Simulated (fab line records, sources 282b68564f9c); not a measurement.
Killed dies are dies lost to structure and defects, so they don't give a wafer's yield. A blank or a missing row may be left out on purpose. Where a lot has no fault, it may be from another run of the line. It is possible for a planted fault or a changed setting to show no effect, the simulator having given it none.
Shared-tool check / flow ritCmos / Sample size 13 lots and 39 wafers

== THE REASON FOR OPENING IT ==
At RIT_NRETRO_TW_MEAS_10 the reading NRETRO_TW is flagged on 1 of 13 lots. No-fault wafers: 1052, standard deviation 9.6.
Rule: a lot gets a flag if all its wafers with a number sit over 4 standard deviations from that mean, or if no wafer of it has a number. The rest of the lots are taken to be sound.

lot=L737; measured=day 2 10:38; on=filmMetro-03; NRETRO_TW, wafer by wafer=1041 1035 1033; flag=
lot=L738; measured=day 2 17:35; on=filmMetro-01; NRETRO_TW, wafer by wafer=1047 1046 1044; flag=
lot=L740; measured=day 3 02:28; on=filmMetro-01; NRETRO_TW, wafer by wafer=1055 1052 1049; flag=
lot=L741; measured=day 3 07:02; on=filmMetro-02; NRETRO_TW, wafer by wafer=1066 1053 1061; flag=
lot=L744; measured=day 3 23:23; on=filmMetro-01; NRETRO_TW, wafer by wafer=1048 1049 1045; flag=
lot=L745; measured=day 4 03:22; on=filmMetro-02; NRETRO_TW, wafer by wafer=1056 1061 1055; flag=
lot=L746; measured=day 4 09:43; on=filmMetro-02; NRETRO_TW, wafer by wafer=1068 1060 1065; flag=
lot=L748; measured=day 4 21:53; on=filmMetro-02; NRETRO_TW, wafer by wafer=30 30 30; flag=FLAGGED
lot=L754; measured=day 6 05:27; on=filmMetro-02; NRETRO_TW, wafer by wafer=1058 1062 1062; flag=
lot=L756; measured=day 6 14:29; on=filmMetro-02; NRETRO_TW, wafer by wafer=1064 1056 1055; flag=
lot=L757; measured=day 6 19:07; on=filmMetro-01; NRETRO_TW, wafer by wafer=1043 1045 1048; flag=
lot=L758; measured=day 7 00:03; on=filmMetro-03; NRETRO_TW, wafer by wafer=1036 1040 1048; flag=
lot=L759; measured=day 7 02:22; on=filmMetro-03; NRETRO_TW, wafer by wafer=1043 1040 1040; flag=
On average the flagged lots read 30, which is -1022 against the usual, or -99 or more standard deviations.

== TOOL THAT RAN EACH LOT ==
The record holds 1 process step before the reading, out of a route of 202 steps. Read each cell as the tool, then ch plus the chambers that the sampled wafers visited, then the start.
lot=L737; flag=; RIT_NRETRO_EXPOSE_03=ilineStepper-01 ch 0, day 2 09:31
lot=L738; flag=; RIT_NRETRO_EXPOSE_03=ilineStepper-01 ch 0, day 2 16:32
lot=L740; flag=; RIT_NRETRO_EXPOSE_03=ilineStepper-02 ch 0, day 3 01:26
lot=L741; flag=; RIT_NRETRO_EXPOSE_03=ilineStepper-01 ch 0, day 3 06:00
lot=L744; flag=; RIT_NRETRO_EXPOSE_03=ilineStepper-01 ch 0, day 3 22:23
lot=L745; flag=; RIT_NRETRO_EXPOSE_03=ilineStepper-02 ch 0, day 4 02:20
lot=L746; flag=; RIT_NRETRO_EXPOSE_03=ilineStepper-01 ch 0, day 4 08:42
lot=L748; flag=FLAGGED; RIT_NRETRO_EXPOSE_03=ilineStepper-01 ch 0, day 4 20:52
lot=L754; flag=; RIT_NRETRO_EXPOSE_03=ilineStepper-01 ch 0, day 6 04:20
lot=L756; flag=; RIT_NRETRO_EXPOSE_03=ilineStepper-01 ch 0, day 6 13:06
lot=L757; flag=; RIT_NRETRO_EXPOSE_03=ilineStepper-01 ch 0, day 6 17:55
lot=L758; flag=; RIT_NRETRO_EXPOSE_03=ilineStepper-01 ch 0, day 6 23:02
lot=L759; flag=; RIT_NRETRO_EXPOSE_03=ilineStepper-01 ch 0, day 7 01:20
These steps, and what they do:
- RIT_NRETRO_EXPOSE_03: exposes mask M4, target cd 43900 nm.
- RIT_NRETRO_TW_MEAS_10

== FLAGGED OVER TOTAL, TOOL BY TOOL (the gauges that took the reading come last) ==
step=RIT_NRETRO_EXPOSE_03; tool=ilineStepper-01; lots run=11; flagged=1; share of the flagged lots=all; sound lots run after its first flagged lot=5 (L754,L756,L757,L758,L759)
step=RIT_NRETRO_EXPOSE_03; tool=ilineStepper-02; lots run=2; flagged=0; share of the flagged lots=none; sound lots run after its first flagged lot=-
step=RIT_NRETRO_TW_MEAS_10; tool=filmMetro-01; lots run=4; flagged=0; share of the flagged lots=none; sound lots run after its first flagged lot=-
step=RIT_NRETRO_TW_MEAS_10; tool=filmMetro-02; lots run=6; flagged=1; share of the flagged lots=all; sound lots run after its first flagged lot=2 (L754,L756)
step=RIT_NRETRO_TW_MEAS_10; tool=filmMetro-03; lots run=3; flagged=0; share of the flagged lots=none; sound lots run after its first flagged lot=-

== WHAT THE TABLE ALLOWS ==
In 2 table rows, all flagged lots were run: ilineStepper-01 (RIT_NRETRO_EXPOSE_03), filmMetro-02 (RIT_NRETRO_TW_MEAS_10).
- ilineStepper-01 at RIT_NRETRO_EXPOSE_03 ran 11 lots, 1 of them flagged. After the first flagged lot (L754, L756, L757, L758, L759), sound lots still ran on it; a lasting fault on the whole tool would not permit that.
- filmMetro-02 at RIT_NRETRO_TW_MEAS_10 ran 6 lots, 1 of them flagged. After the first flagged lot (L754, L756), sound lots still ran on it; a lasting fault on the whole tool would not permit that.
Every row of the table either missed a flagged lot or ran a sound lot after the first.

== WHAT THE SIMULATOR HAD INSERTED ==
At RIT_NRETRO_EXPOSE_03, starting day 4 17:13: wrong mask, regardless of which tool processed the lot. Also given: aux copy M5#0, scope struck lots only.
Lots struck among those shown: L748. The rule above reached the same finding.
